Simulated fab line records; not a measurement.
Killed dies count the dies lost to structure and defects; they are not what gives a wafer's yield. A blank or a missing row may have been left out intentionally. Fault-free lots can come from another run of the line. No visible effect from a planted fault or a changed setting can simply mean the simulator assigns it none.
2 desks, one fault	flow berkeley_cmos170	each desk holds nothing but its own numbers, with what lay behind them at the end

== FOR THE TOOL OWNER'S DESK: cmp-02 ==
The tool's own readings at UCB170_V2_CMP_02 (polishes SiO2): means of the sampled wafers that have a number, for each lot that ran on this tool. If a lot's mean is further than 4 standard deviations from the usual mean, the lot is out of limits and carries the mark OUT (the distance appears in the brackets).
Columns: A = motor_current_A at UCB170_V2_CMP_02, usual 15.5 A; B = slurry_filter_dp_kPa at UCB170_V2_CMP_02, usual 13.51 kPa
lot	first seen here	A	B
L648	day 7 19:33	14.5	13.50
L652	day 8 21:35	15.1	13.60
L654	day 8 21:58	16.2	13.71
L651	day 8 22:28	14.9	13.50
L661	day 10 09:58	16.7	13.49
L659	day 10 10:36	17.4	13.38
L663	day 11 03:27	17.1	13.47
This desk's finding: nothing out of limits on any of the 7 lots.

== AT THE METROLOGY DESK ==
Lot by lot, what the gauges showed, no matter which tool ran the lot: averages of those sampled wafers that carry a number. If a lot's mean is further than 4 standard deviations from the usual mean, the lot is out of limits and carries the mark OUT (the distance appears in the brackets).
Columns: A = NLDD_TW at UCB170_NLDD_TW_MEAS_11, usual 2206; B = V2_POLISHED_THK at UCB170_V2_THK_MEAS_04, usual 999.9 nm; C = cd_nm at UCB170_M3_CD_MEAS_90, usual 699 nm
lot	first seen here	A	B	C
L648	day 6 13:05	2224	998.8	699
L649	day 7 04:26	2202	1000.2	702
L652	day 7 12:03	2208	999.0	700
L651	day 7 12:21	2213	1000.1	700
L655	day 7 15:46	2208	1000.0	698
L654	day 7 15:57	2204	1000.7	699
L661	day 8 21:54	2206	926.5 (-61) OUT	698
L659	day 8 22:12	2206	925.4 (-62) OUT	-
L662	day 9 17:20	2206	999.6	702
L664	day 9 17:31	2209	1000.2	698
L663	day 9 17:35	2196	925.2 (-62) OUT	-
L665	day 10 03:59	2228	1000.2	697
L667	day 10 19:04	2212	1000.0	694
L670	day 11 05:29	2206	1000.3	705
L666	day 11 05:36	2198	1001.1	694
This desk's finding: out of limits on L659, L661, L663; first on L661, day 10 10:23 (V2_POLISHED_THK at UCB170_V2_THK_MEAS_04). L648, L649, L652, L651, L655, L654, L662, L664, L665, L667, L670, L666 stayed within limits.

== ALL TOGETHER ==
L659, L661, L663 would have let the metrology desk raise an alarm at day 10 10:23.
The desk of the tool owner found nothing out of limits.
On record at the tool owner's desk: L659, L661, L663, within its limits.
Every lot named ran UCB170_V2_CMP_02 on cmp-02.

== WHAT WAS PUT IN BY THE SIMULATOR ==
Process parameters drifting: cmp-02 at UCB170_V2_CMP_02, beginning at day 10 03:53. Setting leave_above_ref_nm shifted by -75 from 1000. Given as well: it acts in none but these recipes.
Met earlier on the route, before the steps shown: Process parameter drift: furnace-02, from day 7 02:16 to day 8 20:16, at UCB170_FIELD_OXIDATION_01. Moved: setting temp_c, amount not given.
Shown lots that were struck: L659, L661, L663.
Hours from the fault's start to each desk's first reading out of limits: the metrology desk, 6.
